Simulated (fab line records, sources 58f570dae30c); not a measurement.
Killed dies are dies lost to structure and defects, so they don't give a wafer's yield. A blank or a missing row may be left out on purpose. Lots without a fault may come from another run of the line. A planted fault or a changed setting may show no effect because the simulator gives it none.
Which tool did it? | flow berkeley_cmos170 | 7 lots, 21 wafers sampled, at 2 steps of a route of 331

WHAT THE GAUGES READ, wafer by wafer
UCB170_NVT_OVL_MEAS_06.
lot  | measured     | on         | NVT_OVL (nm)
L649 | day 6 08:50  | overlay-02 | -2 -2 -12
L652 | day 7 03:51  | overlay-01 | - - -
L656 | day 7 14:42  | overlay-01 | 1 3 0
L662 | day 9 20:01  | overlay-01 | 7 10 10
L663 | day 10 02:45 | overlay-01 | 7 5 4
L667 | day 10 19:38 | overlay-02 | -3 -5 -3
L669 | day 11 10:14 | overlay-01 | -4 2 6

WHICH TOOL RAN EACH LOT (tool, then ch and the chambers of the sampled wafers, then the start)
lot  | UCB170_NVT_COAT_01
L649 | litho_track-04 ch 0, day 6 08:02
L652 | litho_track-01, day 7 03:02
L656 | litho_track-01 ch 0, day 7 13:54
L662 | litho_track-01 ch 0, day 9 18:58
L663 | litho_track-04 ch 0, day 10 01:49
L667 | litho_track-01 ch 0, day 10 18:35
L669 | litho_track-01 ch 0, day 11 08:52
- UCB170_NVT_COAT_01: resist thk 900 nm.

THE ANSWER, worked out from the rows above alone
Rule: what is usual is taken from the lots themselves. Put in order of their means at a reading, lots are off if they are a third of the lots or fewer, leave a main group of 4 or more, and stand apart from it by a gap of 3 or more times the standard deviation of the main group's means; of several such gaps the widest counts. A main group whose means are all the same, to the digits that the tables above print for the reading, isn't used. A lot without any number at a reading at which 4 lots or more have one is off too. The other lots that the step has rows for count as sound.
Off: L652, at UCB170_NVT_OVL_MEAS_06 (NVT_OVL). Without a number there: L652. The main group: mean 1 nm, standard deviation 4.9.
A tool fits if, at a process step before that reading, it ran every lot that is off, and no sound lot after the first of them. The gauges at UCB170_NVT_OVL_MEAS_06 are tried like those tools. None of those tried fits.

WHAT THE SIMULATOR HAD PUT IN
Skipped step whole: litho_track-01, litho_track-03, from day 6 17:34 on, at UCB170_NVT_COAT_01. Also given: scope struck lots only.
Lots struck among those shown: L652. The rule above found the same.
